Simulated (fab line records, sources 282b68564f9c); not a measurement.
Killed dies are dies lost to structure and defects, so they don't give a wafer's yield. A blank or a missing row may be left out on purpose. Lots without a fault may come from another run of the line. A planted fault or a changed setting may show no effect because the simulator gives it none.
Split-lot experiment | flow rit_cmos | 5 lots, 23 wafers read, on a route of 202 steps

THE SPLIT
At RIT_GATE_COAT_11 (resist thk 850 nm), the setting spin_rpm was moved away from the recipe's 4250 rpm on 10 of the 23 wafers read, by -5.8% to +3.2%. The other wafers ran this setting at the recipe's value.

FROM THE SPLIT TO THE READING: what the file shows between them, 2 steps
- RIT_GATE_SOFTBAKE_12: time 60 s
- RIT_GATE_EXPOSE_13: exposes mask M6, target cd 150 nm

THE READING
NOVOLAK_of_GATE_COAT_11.thk_nm (the simulator's own value, which no gauge read), in nm, at RIT_GATE_HARDBAKE_18 (time 60 s). The file gives no usual value for it. The 13 wafers here that ran the recipe average 753.8 nm, standard deviation 2.1 nm.

wafer  | tool, chamber at the split | spin_rpm as run, rpm | against the recipe | NOVOLAK_of_GATE_COAT_11.thk_nm, nm | against lot-mates on the recipe
L075.1 | litho_track-04, 0          | 4250                 | recipe             | 753                                | -
L075.4 | litho_track-04, 0          | 4250                 | recipe             | 755.3                              | -
L075.6 | litho_track-04, 0          | 4250                 | recipe             | 756.9                              | -
L077.1 | litho_track-01, 0          | 4166                 | -2.0%              | 761.7                              | +7.8
L077.2 | litho_track-01, 0          | 4250                 | recipe             | 753.5                              | -
L077.3 | litho_track-01, 0          | 4250                 | recipe             | 754.7                              | -
L077.4 | litho_track-01, 0          | 4250                 | recipe             | 753.6                              | -
L077.6 | litho_track-01, 0          | 4166                 | -2.0%              | 761.3                              | +7.4
L078.2 | litho_track-03, 0          | 4003                 | -5.8%              | 772.8                              | +23.1
L078.3 | litho_track-03, 0          | 4003                 | -5.8%              | 772.7                              | +23.0
L078.4 | litho_track-03, 0          | 4250                 | recipe             | 749.2                              | -
L078.5 | litho_track-03, 0          | 4250                 | recipe             | 750.2                              | -
L078.6 | litho_track-03, 0          | 4003                 | -5.8%              | 772.1                              | +22.4
L080.1 | litho_track-01, 0          | 4387                 | +3.2%              | 740.1                              | -15.2
L080.2 | litho_track-01, 0          | 4250                 | recipe             | 756.4                              | -
L080.3 | litho_track-01, 0          | 4250                 | recipe             | 755                                | -
L080.4 | litho_track-01, 0          | 4250                 | recipe             | 754.5                              | -
L080.6 | litho_track-01, 0          | 4387                 | +3.2%              | 743.6                              | -11.7
L085.1 | litho_track-01, 0          | 4385                 | +3.2%              | 743.2                              | -10.2
L085.2 | litho_track-01, 0          | 4385                 | +3.2%              | 739.6                              | -13.9
L085.3 | litho_track-01, 0          | 4250                 | recipe             | 752.3                              | -
L085.4 | litho_track-01, 0          | 4385                 | +3.2%              | 741.7                              | -11.8
L085.5 | litho_track-01, 0          | 4250                 | recipe             | 754.6                              | -

THE FIT
A straight line over all 23 wafers: NOVOLAK_of_GATE_COAT_11.thk_nm changes by -3.45 nm for each +1% of spin_rpm; r = -0.98; the points scatter about the line by 2 nm.
The same after taking each lot's own level away (the mean of its wafers on the recipe; 23 wafers): -3.92 nm for each +1%; r = -0.99; scatter 1.2 nm.
On that fit, the largest move of spin_rpm shifts the reading by 23 nm.
The lots' own levels span 749.70 to 755.30 nm, that is 2.6 times the standard deviation above.
So the lot-to-lot level changes the slope: the two fits differ.
Check: with one of the wafers moved furthest among these (-5.8%) left out of the fit, the line predicts +22.7 nm for it against its lot-mates. It came out at +23.1 nm against them.

OTHER SPLITS ON THESE WAFERS
These wafers also went through other splits before the reading. Each is held against what the fit with the lots' levels taken away leaves over:
other split on the same wafers   | wafers away from the commonest value | r with NOVOLAK_of_GATE_COAT_11.thk_nm (lot level and that fit taken away)
RIT_FOX2_OXIDATION_00 temp_c     | 15                                   | -0.17
RIT_PWELL_SOFTBAKE_02 temp_c     | 7                                    | +0.29
RIT_PWELL_IMPLANT_08 dose_cm2    | 10                                   | +0.06
RIT_NRETRO_COAT_01 resist_thk_nm | 8                                    | +0.10
RIT_PRETRO_IMPLANT_08 energy_kev | 12                                   | +0.21
RIT_GATE_CVD_08 temp_c           | 18                                   | +0.02

THE WHOLE CHAIN: every reading that the file lists as answering this split, in the file's order
step                 | what it does      | reading                                                                         | change (the file's fit)              | r (the file's)
RIT_GATE_COAT_11     | resist thk 850 nm | NOVOLAK_of_GATE_COAT_11.thk_nm (the simulator's own value, which no gauge read) | -4.51 nm for each +1% of the setting | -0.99
RIT_GATE_HARDBAKE_18 | time 60 s         | NOVOLAK_of_GATE_COAT_11.thk_nm (the simulator's own value, which no gauge read) | -3.94 nm for each +1% of the setting | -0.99

THE FILE'S OWN FIT
NOVOLAK_of_GATE_COAT_11.thk_nm changes by -3.94 nm for each +1% of spin_rpm, r = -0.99.
